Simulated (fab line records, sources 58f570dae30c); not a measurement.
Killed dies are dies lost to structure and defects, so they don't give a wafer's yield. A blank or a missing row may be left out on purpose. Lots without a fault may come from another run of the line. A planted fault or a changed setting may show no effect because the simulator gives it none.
fab line records | flow berkeley_cmos170
record lots=5 wafers=23
route steps=331 shown V1@256 M2@283 V2@294 M3@314
start_h: hours from the record's first day to the start of the lot's first wafer shown | wait_h: hours since the lot's step before | " the same as in the row above | L1.1+2: a row that stands for several wafers | - no value, or no start given | * or withheld: withheld | < > ~ a bound
route shown NAME@n: a module of which the file shows steps, and the number in the route of the first | usual: mean/standard deviation of fault-free wafers | same: alike in all rows | chamber/n: place in a boat | sites: the reading at each site | _std_site: their standard deviation | _edge_site: outer sites' mean less inner sites' | radius_mm: how far each site lies from the wafer's centre | mask NAME#n: copy n | behind: the tool/chamber that last shaped the wafer | hold: why the lot was held/for how many hours/how that ended | device: the transistor (n, p or np) that didn't switch | end of line: the same wafers' tests at the end of the route | a step without rows: its recipe alone | killed: dies lost to structure and defects at the first sort, not the wafer's yield | map: a wafer's dies, x killed, . not, _ none there
set.NAME: the setting as run; set.NAME@STEP: as run at that earlier step | model.NAME: the simulator's own value behind a step, which no gauge read
lots whose settings were changed on purpose; a table a step, a row a wafer
## steps
# step UCB170_V1_CMP_02
# recipe material=SiO2 down_force_psi=6 platen_rpm=60 pad_velocity_m_s=0.75398
# columns lot.wafer tool chamber start_h wait_h set.leave_above_ref_nm model.SiO2_of_V1_CVD_00.thk_nm
L074.1 cmp-01 0 139.47 0.1 1000 999.3
L074.3+6 " 1,0 " " 1063 1062
L074.4 " 3 " " 1063 1061
L074.5 " 1 " " 1000 997.8
L076.2 cmp-01 2 146.60 0.1 930.7 931.5
L076.3 " 3 " " 1000 1001
L076.1 " 0 " " 930.7 931.2
L076.6 " 1 " " 930.7 930.4
L076.5 " 2 " " 1000 1000
L077.3+4 cmp-01 0,1 159.64 0.1 1000 998.7
L077.2 " 2 " " 1000 999.7
L077.5 " 3 " " 1000 999.5
L077.6 " 0 " " 1000 1000
L084.3+6 cmp-02 0,1 196.10 0.0 1000 1001
L084.2 " 1 " " 1000 999.5
L084.4 " 2 " " 975.2 975.9
L084.5 " 0 " " 975.2 976.3
L085.4 cmp-02 0 199.48 0.1 1000 1001
L085.3 " 1 " " 1000 999.1
L085.6 " 2 " " 1000 998.7
# step UCB170_V1_THK_MEAS_04
# recipe reads=SiO2_of_V1_CVD_00
# usual V1_POLISHED_THK=1000.0/1.1
# columns lot.wafer tool chamber start_h wait_h set.leave_above_ref_nm@V1_CMP_02 V1_POLISHED_THK[nm]
L074.1 film_metro-04 - 139.89 0.1 1000 998.9
L074.3 " - " " 1063 1062.8
L074.4 " - " " 1063 1060.1
L074.5 " - " " 1000 997.8
L074.6 " - " " 1063 1061.4
L076.1 film_metro-04 - 146.97 0.1 930.7 930.8
L076.2 " - " " 930.7 931.7
L076.3 " - " " 1000 1001.1
L076.5 " - " " 1000 1000.9
L076.6 " - " " 930.7 931.0
L077.2 film_metro-03 - 160.02 0.1 1000 999.5
L077.3 " - " " 1000 998.8
L077.4 " - " " 1000 998.9
L077.5 " - " " 1000 999.5
L077.6 " - " " 1000 999.9
L084.2 film_metro-04 - 196.53 0.1 1000 999.0
L084.3 " - " " 1000 1001.9
L084.4 " - " " 975.2 975.8
L084.5 " - " " 975.2 975.9
L084.6 " - " " 1000 1000.8
L085.3 film_metro-03 - 199.82 0.1 1000 999.3
L085.4 " - " " 1000 1001.0
L085.6 " - " " 1000 999.4
# step UCB170_V1_EXPOSE_09
# recipe mask_id=VIA1 target_cd_nm=700 na=0.5 sigma_outer=0.6 source_shape=conventional dose_mj=37
# columns lot.wafer tool chamber start_h wait_h mask set.dose_mj
L074.1+6 krf_scanner-01 0 140.70 0.2 VIA1#0 37
L074.3+4+5 " 0 " " VIA1#0 36.3
L076.1+2+3+5+6 krf_scanner-02 0 147.90 0.4 VIA1#0 37
L077.2+3+4+5+6 krf_scanner-02 0 160.73 0.1 VIA1#0 37
L084.2+4+5 krf_scanner-01 0 198.91 0.1 VIA1#0 37.93
L084.3+6 " 0 " " VIA1#0 37
L085.3+4+6 krf_scanner-02 0 200.56 0.1 VIA1#0 37
# step UCB170_V1_PEB_10
# recipe peb_temp_c=130 peb_time_s=withheld resist=KrF
# step UCB170_V1_DEVELOP_11
# recipe developer=TMAH develop_time_s=45 resist=KrF dev_temp_c=21
# step UCB170_V1_CD_MEAS_12
# recipe target_cd_nm=700
# usual cd_nm=700.1/1.1
# columns lot.wafer tool chamber start_h wait_h set.dose_mj@V1_EXPOSE_09 cd_nm
L074.1 cd_sem-01 - 141.09 - 37 700.5
L074.3 " - " " 36.3 696.4
L074.4 " - " " 36.3 697.6
L074.5 " - " " 36.3 696.0
L074.6 " - " " 37 700.3
L076.1 cd_sem-02 - 148.29 - 37 700.8
L076.2 " - " " 37 699.6
L076.3 " - " " 37 700.2
L076.5 " - " " 37 699.7
L076.6 " - " " 37 700.6
L077.2 cd_sem-01 - 161.26 - 37 702.2
L077.3 " - " " 37 699.5
L077.4 " - " " 37 700.9
L077.5 " - " " 37 700.5
L077.6 " - " " 37 701.2
L084.2 cd_sem-02 - 199.54 - 37.93 703.6
L084.3 " - " " 37 698.6
L084.4 " - " " 37.93 703.1
L084.5 " - " " 37.93 703.6
L084.6 " - " " 37 698.7
L085.3 cd_sem-01 - 200.95 - 37 699.1
L085.4 " - " " 37 699.0
L085.6 " - " " 37 699.2
# step UCB170_V1_ETCH_14
# recipe chemistry=CHF3/CF4/Ar target=SiO2 stop_on=Al CHF3_flow_sccm=45 cf4_flow_sccm=15 Ar_flow_sccm=150 pressure_mtorr=200 rf_w=712.2 target_depth_a=12500 over_etch_frac=0.25 time_s=291
# columns lot.wafer tool chamber start_h wait_h set.leave_above_ref_nm@V1_CMP_02 set.dose_mj@V1_EXPOSE_09 model.etch.depth_nm model.V1.feature_depth_nm model.V1.cd_nm
L074.1 rie_diel-02 1 141.25 0.0 1000 37 999.3 999.8 700.6
L074.3 " 0 " " 1063 36.3 1062 1063 696.7
L074.4 " 3 " " 1063 36.3 1061 1061 697.8
L074.5 " 2 " " 1000 36.3 997.8 998 695.5
L074.6 " 3 " " 1063 37 1062 1062 700.3
L076.1 rie_diel-01 3 148.45 0.0 930.7 37 931.2 931.5 701.2
L076.2 " 2 " " 930.7 37 931.5 931.9 700.8
L076.3 " 0 " " 1000 37 1001 1001 700.5
L076.5 " 3 " " 1000 37 1000 1001 699.6
L076.6 " 2 " " 930.7 37 930.4 930.8 701.1
L077.2 rie_diel-01 0 161.40 0.0 1000 37 999.7 1000 702.4
L077.3 " 2 " " 1000 37 998.7 999.1 700.6
L077.4 " 1 " " 1000 37 998.7 999.3 701.8
L077.5 " 0 " " 1000 37 999.5 999.9 700.8
L077.6 " 3 " " 1000 37 1000 1001 701.4
L084.2 rie_diel-02 2 199.67 0.0 1000 37.93 999.5 999.8 704.6
L084.3 " 1 " " 1000 37 1001 1002 698.6
L084.4 " 0 " " 975.2 37.93 975.9 976.4 704
L084.5 " 1 " " 975.2 37.93 976.3 976.7 703.7
L084.6 " 0 " " 1000 37 1001 1002 699.7
L085.3 rie_diel-01 3 201.06 0.0 1000 37 999.1 999.3 699.4
L085.4 " 2 " " 1000 37 1001 1001 699.5
L085.6 " 3 " " 1000 37 998.7 999 698.9
# step UCB170_V1_STRIP_15
# recipe chemistry=O2 power_w=400 pressure_mtorr=3500 platen_temp_c=withheld o2_flow_sccm=400 overash_fraction=0.5
# step UCB170_V1_CD_MEAS_90
# recipe target_cd_nm=700
# usual cd_nm=700.5/1.1
# columns lot.wafer tool chamber start_h wait_h set.dose_mj@V1_EXPOSE_09 cd_nm
L074.1 cd_sem-01 - 141.53 0.1 37 700.5
L074.3 " - " " 36.3 697.0
L074.4 " - " " 36.3 697.7
L074.5 " - " " 36.3 695.2
L074.6 " - " " 37 700.8
L076.1 cd_sem-01 - 148.73 0.1 37 701.3
L076.2 " - " " 37 701.1
L076.3 " - " " 37 700.5
L076.5 " - " " 37 699.6
L076.6 " - " " 37 701.0
L077.2 cd_sem-01 - 161.70 0.1 37 702.5
L077.3 " - " " 37 700.7
L077.4 " - " " 37 701.7
L077.5 " - " " 37 701.2
L077.6 " - " " 37 701.6
L084.2 cd_sem-02 - 199.97 0.1 37.93 704.3
L084.3 " - " " 37 698.4
L084.4 " - " " 37.93 704.2
L084.5 " - " " 37.93 703.9
L084.6 " - " " 37 699.7
L085.3 cd_sem-02 - 201.38 0.1 37 699.4
L085.4 " - " " 37 699.6
L085.6 " - " " 37 698.5
# step UCB170_M2_EXPOSE_12
# recipe mask_id=METAL2 target_cd_nm=700 na=0.5 sigma_outer=0.6 source_shape=conventional dose_mj=26
# columns lot.wafer tool chamber start_h wait_h mask set.dose_mj
L074.1+3+4+5+6 krf_scanner-02 0 143.15 - METAL2#0 26
L076.1+3+6 krf_scanner-02 0 150.85 - METAL2#0 25.38
L076.2+5 " 0 " " METAL2#0 26
L077.2+5+6 krf_scanner-02 0 163.45 - METAL2#0 26
L077.3+4 " 0 " " METAL2#0 25.17
L084.2+3+4+5+6 krf_scanner-01 0 201.72 - METAL2#0 26
L085.3+4+6 krf_scanner-02 0 203.18 - METAL2#0 26
# step UCB170_M2_PEB_13
# recipe peb_temp_c=130 peb_time_s=withheld resist=KrF
# step UCB170_M2_DEVELOP_14
# recipe developer=TMAH develop_time_s=45 resist=KrF dev_temp_c=21
# step UCB170_M2_CD_MEAS_15
# recipe target_cd_nm=700
# usual cd_nm=700.1/2
# columns lot.wafer tool chamber start_h wait_h set.dose_mj@M2_EXPOSE_12 cd_nm
L074.1 cd_sem-01 - 143.54 - 26 702.1
L074.3 " - " " 26 702.1
L074.4 " - " " 26 702.4
L074.5 " - " " 26 701.8
L074.6 " - " " 26 702.1
L076.1 cd_sem-01 - 151.76 - 25.38 705.9
L076.2 " - " " 26 701.3
L076.3 " - " " 25.38 707.0
L076.5 " - " " 26 700.3
L076.6 " - " " 25.38 706.3
L077.2 cd_sem-02 - 164.05 - 26 700.5
L077.3 " - " " 25.17 708.2
L077.4 " - " " 25.17 706.8
L077.5 " - " " 26 701.1
L077.6 " - " " 26 702.2
L084.2 cd_sem-01 - 202.33 - 26 699.4
L084.3 " - " " 26 699.4
L084.4 " - " " 26 699.1
L084.5 " - " " 26 699.5
L084.6 " - " " 26 698.2
L085.3 cd_sem-01 - 203.57 - 26 698.8
L085.4 " - " " 26 699.2
L085.6 " - " " 26 698.6
# step UCB170_M2_ETCH_17
# recipe chemistry=N2/H2 target_depth_a=withheld overetch_a=withheld target=BARC time_s=withheld source_w=500 bias_w=100 pressure_mtorr=30 n2_flow_sccm=100 h2_flow_sccm=200
# columns lot.wafer tool chamber start_h wait_h set.dose_mj@M2_EXPOSE_12 model.M2.cd_nm
L074.1 rie_diel-01 2 143.70 0.0 26 702.1
L074.3+4 " 3,1 " " 26 701.9
L074.5 " 3 " " 26 701.4
L074.6 " 0 " " 26 702.4
L076.1 rie_diel-04 0 151.91 0.0 25.38 706.1
L076.2 " 1 " " 26 701.9
L076.3 " 3 " " 25.38 706.5
L076.5 " 3 " " 26 700.1
L076.6 " 0 " " 25.38 706.3
L077.2 rie_diel-01 1 164.18 0.0 26 700.8
L077.3 " 3 " " 25.17 707.7
L077.4 " 2 " " 25.17 706.8
L077.5 " 0 " " 26 701.2
L077.6 " 1 " " 26 701.6
L084.2 rie_diel-02 0 202.47 0.0 26 699.3
L084.3 " 3 " " 26 699.7
L084.4 " 2 " " 26 699.2
L084.5 " 2 " " 26 699.8
L084.6 " 3 " " 26 698.7
L085.3 rie_diel-02 0 203.69 0.0 26 698.5
L085.4 " 3 " " 26 699.5
L085.6 " 0 " " 26 698.6
# step UCB170_V2_CMP_02
# recipe material=SiO2 down_force_psi=6 platen_rpm=60 pad_velocity_m_s=0.75398
# columns lot.wafer tool chamber start_h wait_h set.leave_above_ref_nm model.SiO2_of_V2_CVD_00.thk_nm
L074.4 cmp-01 3 144.36 0.0 1000 1000
L074.3+5 " 0 " " 1000 1001
L074.1 " 2 " " 1000 999.6
L074.6 " 3 " " 1000 999.4
L076.2 cmp-01 1 152.58 0.0 940.5 940
L076.1+5 " 2 " " 1000 1000
L076.3 " 0 " " 1000 1001
L076.6 " 1 " " 940.5 940.2
L077.3 cmp-02 0 164.85 0.0 1039 1038
L077.4 " 1 " " 1000 998.1
L077.2 " 2 " " 1000 998.6
L077.6 " 0 " " 1039 1037
L077.5 " 1 " " 1000 999.5
L084.2+3+4+6 cmp-01 0,2,3,1 203.13 0.0 1000 1001
L084.5 " 0 " " 1000 1002
L085.3+6 cmp-01 0 204.36 0.0 1000 1001
L085.4 " 1 " " 1000 1000
# step UCB170_V2_THK_MEAS_04
# recipe reads=SiO2_of_V2_CVD_00
# usual V2_POLISHED_THK=999.8/1.1
# columns lot.wafer tool chamber start_h wait_h set.leave_above_ref_nm@V2_CMP_02 V2_POLISHED_THK[nm]
L074.1 film_metro-01 - 144.78 0.1 1000 998.7
L074.3 " - " " 1000 1000.6
L074.4 " - " " 1000 1001.7
L074.5 " - " " 1000 1001.1
L074.6 " - " " 1000 1000.4
L076.1 film_metro-03 - 153.00 0.1 1000 1000.8
L076.2 " - " " 940.5 940.6
L076.3 " - " " 1000 1001.2
L076.5 " - " " 1000 999.4
L076.6 " - " " 940.5 939.7
L077.2 film_metro-03 - 165.28 0.1 1000 998.7
L077.3 " - " " 1039 1038.4
L077.4 " - " " 1000 997.8
L077.5 " - " " 1000 999.0
L077.6 " - " " 1039 1037.0
L084.2 film_metro-03 - 203.56 0.1 1000 1000.5
L084.3 " - " " 1000 1001.7
L084.4 " - " " 1000 1000.9
L084.5 " - " " 1000 1001.7
L084.6 " - " " 1000 1001.6
L085.3 film_metro-03 - 204.80 0.1 1000 1000.8
L085.4 " - " " 1000 1000.0
L085.6 " - " " 1000 1000.9
# step UCB170_M3_COAT_05
# recipe resist=KrF spin_rpm=1500 resist_thk_nm=900
# columns lot.wafer tool chamber start_h wait_h set.resist_thk_nm model.KrF_of_M3_COAT_05.thk_nm
L074.1 litho_track-01 0 146.89 0.1 950.2 952.5
L074.3 " 0 " " 950.2 954.5
L074.4+5 " 0 " " 900 904.5
L074.6 " 0 " " 950.2 951.8
L076.1 litho_track-01 0 155.41 0.1 881.1 881.7
L076.2 " 0 " " 881.1 883.3
L076.3 " 0 " " 900 898.1
L076.5 " 0 " " 900 903.2
L076.6 " 0 " " 900 899
L077.2 litho_track-02 0 167.59 0.1 900 903.6
L077.3 " 0 " " 953.6 959.3
L077.4 " 0 " " 900 901.1
L077.5 " 0 " " 953.6 955.8
L077.6 " 0 " " 900 903.8
L084.2 litho_track-01 0 206.87 0.1 900 904.4
L084.3 " 0 " " 900 903.7
L084.4 " 0 " " 900 903.5
L084.5 " 0 " " 900 900.4
L084.6 " 0 " " 900 902.1
L085.3 litho_track-01 0 207.80 0.1 900 895.2
L085.4 " 0 " " 900 897.6
L085.6 " 0 " " 900 897.7
# step UCB170_M3_SOFTBAKE_06
# recipe resist=KrF temp_c=130 time_s=60
# step UCB170_M3_STRIP_07
# recipe chemistry=O2 power_w=400 pressure_mtorr=3500 platen_temp_c=withheld o2_flow_sccm=400 overash_fraction=0.5
# usual strip_time_to_endpoint_s=21.96/0.071
# columns lot.wafer tool chamber start_h wait_h set.resist_thk_nm@M3_COAT_05 strip_time_to_endpoint_s
L074.1 plasma_asher-02 0 147.19 0.1 950.2 23.23
L074.3 " 0 " " 950.2 23.28
L074.4 " 1 " " 900 22.08
L074.5 " 1 " " 900 22.05
L074.6 " 0 " " 950.2 23.22
L076.1 plasma_asher-02 0 155.71 0.1 881.1 21.54
L076.2 " 1 " " 881.1 21.57
L076.3 " 0 " " 900 21.92
L076.5 " 1 " " 900 22.05
L076.6 " 0 " " 900 21.95
L077.2 plasma_asher-02 1 167.86 0.1 900 22.06
L077.3 " 1 " " 953.6 23.39
L077.4 " 0 " " 900 22.00
L077.5 " 0 " " 953.6 23.32
L077.6 " 1 " " 900 22.06
L084.2 plasma_asher-04 0 207.15 0.1 900 22.06
L084.3 " 1 " " 900 22.06
L084.4 " 0 " " 900 22.05
L084.5 " 1 " " 900 21.98
L084.6 " 0 " " 900 22.01
L085.3 plasma_asher-02 0 208.08 0.1 900 21.84
L085.4 " 1 " " 900 21.92
L085.6 " 1 " " 900 21.90
# step UCB170_M3_METAL_ETCH_18
# recipe chemistry=Cl2/BCl3 target=Al stop_on=SiO2 pressure_mtorr=12 target_depth_a=11700 over_etch_frac=0.3 time_s=195 icp_w=600 bias_w=120 Cl2_flow_sccm=90 bcl3_flow_sccm=45
# columns lot.wafer tool chamber start_h wait_h set.time_s set.leave_above_ref_nm@V2_CMP_02 model.KrF_of_M3_COAT_10.thk_nm model.SiO2_of_V2_CVD_00.thk_nm
L074.1 rie_metal-03 1 148.63 - 195 1000 225.8 938.1
L074.3 " 0 " " 217.7 1000 150.8 931.6
L074.4 " 1 " " 217.7 1000 139.4 931.4
L074.5 " 1 " " 195 1000 215.1 938.9
L074.6 " 0 " " 217.7 1000 153.9 930.4
L076.1 rie_metal-01 0 157.31 - 195 1000 234.9 939.8
L076.2 " 1 " " 195 940.5 221.3 878.7
L076.3 " 0 " " 174.9 1000 305.1 946
L076.5 " 0 " " 174.9 1000 305.7 945.1
L076.6 " 1 " " 195 940.5 216.7 878.6
L077.2 rie_metal-01 1 169.49 - 219.2 1000 148.8 929
L077.3 " 0 " " 195 1039 238.7 977.3
L077.4 " 1 " " 195 1000 229.6 937.3
L077.5 " 0 " " 219.2 1000 156.9 930.4
L077.6 " 1 " " 195 1039 229.1 976.4
L084.2 rie_metal-01 1 209.45 - 205.4 1000 195.2 936.4
L084.3 " 1 " " 195 1000 229.7 940.4
L084.4 " 0 " " 195 1000 243.5 940.7
L084.5 " 1 " " 205.4 1000 196.1 936.8
L084.6 " 0 " " 195 1000 242.3 940.7
L085.3 rie_metal-04 1 210.14 - 195 1000 234.1 940.5
L085.4 " 0 " " 195 1000 240.8 940
L085.6 " 0 " " 195 1000 244.9 941.1
# step UCB170_M3_STRIP_19
# recipe chemistry=O2 power_w=400 pressure_mtorr=3500 platen_temp_c=withheld o2_flow_sccm=400 overash_fraction=0.5
# usual oes_product_au=0.560/0.012
# columns lot.wafer tool chamber start_h wait_h set.time_s@M3_METAL_ETCH_18 oes_product_au
L074.1 plasma_asher-04 1 148.82 0.1 195 0.555
L074.3 " 0 " " 217.7 0.482
L074.4 " 1 " " 217.7 0.469
L074.5 " 1 " " 195 0.546
L074.6 " 0 " " 217.7 0.480
L076.1 plasma_asher-02 1 157.50 0.1 195 0.564
L076.2 " 0 " " 195 0.548
L076.3 " 0 " " 174.9 0.641
L076.5 " 1 " " 174.9 0.641
L076.6 " 0 " " 195 0.547
L077.2 plasma_asher-03 0 169.68 0.1 219.2 0.474
L077.3 " 0 " " 195 0.573
L077.4 " 1 " " 195 0.562
L077.5 " 1 " " 219.2 0.487
L077.6 " 0 " " 195 0.552
L084.2 plasma_asher-04 1 209.64 0.1 205.4 0.531
L084.3 " 0 " " 195 0.561
L084.4 " 1 " " 195 0.572
L084.5 " 1 " " 205.4 0.527
L084.6 " 0 " " 195 0.581
L085.3 plasma_asher-02 0 210.30 0.1 195 0.566
L085.4 " 1 " " 195 0.563
L085.6 " 0 " " 195 0.585
## key
split step=UCB170_V1_CMP_02 setting=leave_above_ref_nm stated=1000 by=wafer
response step=UCB170_V1_CMP_02 reading=model.SiO2_of_V1_CVD_00.thk_nm change=+10 per=1% r=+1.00
response step=UCB170_V1_THK_MEAS_04 reading=V1_POLISHED_THK change=+10 per=1% r=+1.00
response step=UCB170_V1_ETCH_14 reading=model.etch.depth_nm change=+10 per=1% r=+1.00
response step=UCB170_V1_ETCH_14 reading=model.V1.feature_depth_nm change=+10 per=1% r=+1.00
split step=UCB170_V1_EXPOSE_09 setting=dose_mj stated=37 by=wafer
response step=UCB170_V1_CD_MEAS_12 reading=cd_nm change=+1.94 per=1% r=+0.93
response step=UCB170_V1_ETCH_14 reading=model.V1.cd_nm change=+1.97 per=1% r=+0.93
response step=UCB170_V1_CD_MEAS_90 reading=cd_nm change=+2.06 per=1% r=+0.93
split step=UCB170_M2_EXPOSE_12 setting=dose_mj stated=26 by=wafer
response step=UCB170_M2_CD_MEAS_15 reading=cd_nm change=-2.1 per=1% r=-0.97
response step=UCB170_M2_ETCH_17 reading=model.M2.cd_nm change=-2.03 per=1% r=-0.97
split step=UCB170_V2_CMP_02 setting=leave_above_ref_nm stated=1000 by=wafer
response step=UCB170_V2_CMP_02 reading=model.SiO2_of_V2_CVD_00.thk_nm change=+10.1 per=1% r=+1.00
response step=UCB170_V2_THK_MEAS_04 reading=V2_POLISHED_THK change=+10.1 per=1% r=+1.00
response step=UCB170_M3_METAL_ETCH_18 reading=model.SiO2_of_V2_CVD_00.thk_nm change=+11.1 per=1% r=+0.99
split step=UCB170_M3_COAT_05 setting=resist_thk_nm stated=900 by=wafer
response step=UCB170_M3_COAT_05 reading=model.KrF_of_M3_COAT_05.thk_nm change=+8.91 per=1% r=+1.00
response step=UCB170_M3_STRIP_07 reading=strip_time_to_endpoint_s change=* per=1% r=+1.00
split step=UCB170_M3_METAL_ETCH_18 setting=time_s stated=195 by=wafer
response step=UCB170_M3_METAL_ETCH_18 reading=model.KrF_of_M3_COAT_10.thk_nm change=-6.82 per=1% r=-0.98
response step=UCB170_M3_STRIP_19 reading=oes_product_au change=-0.00707 per=1% r=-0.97
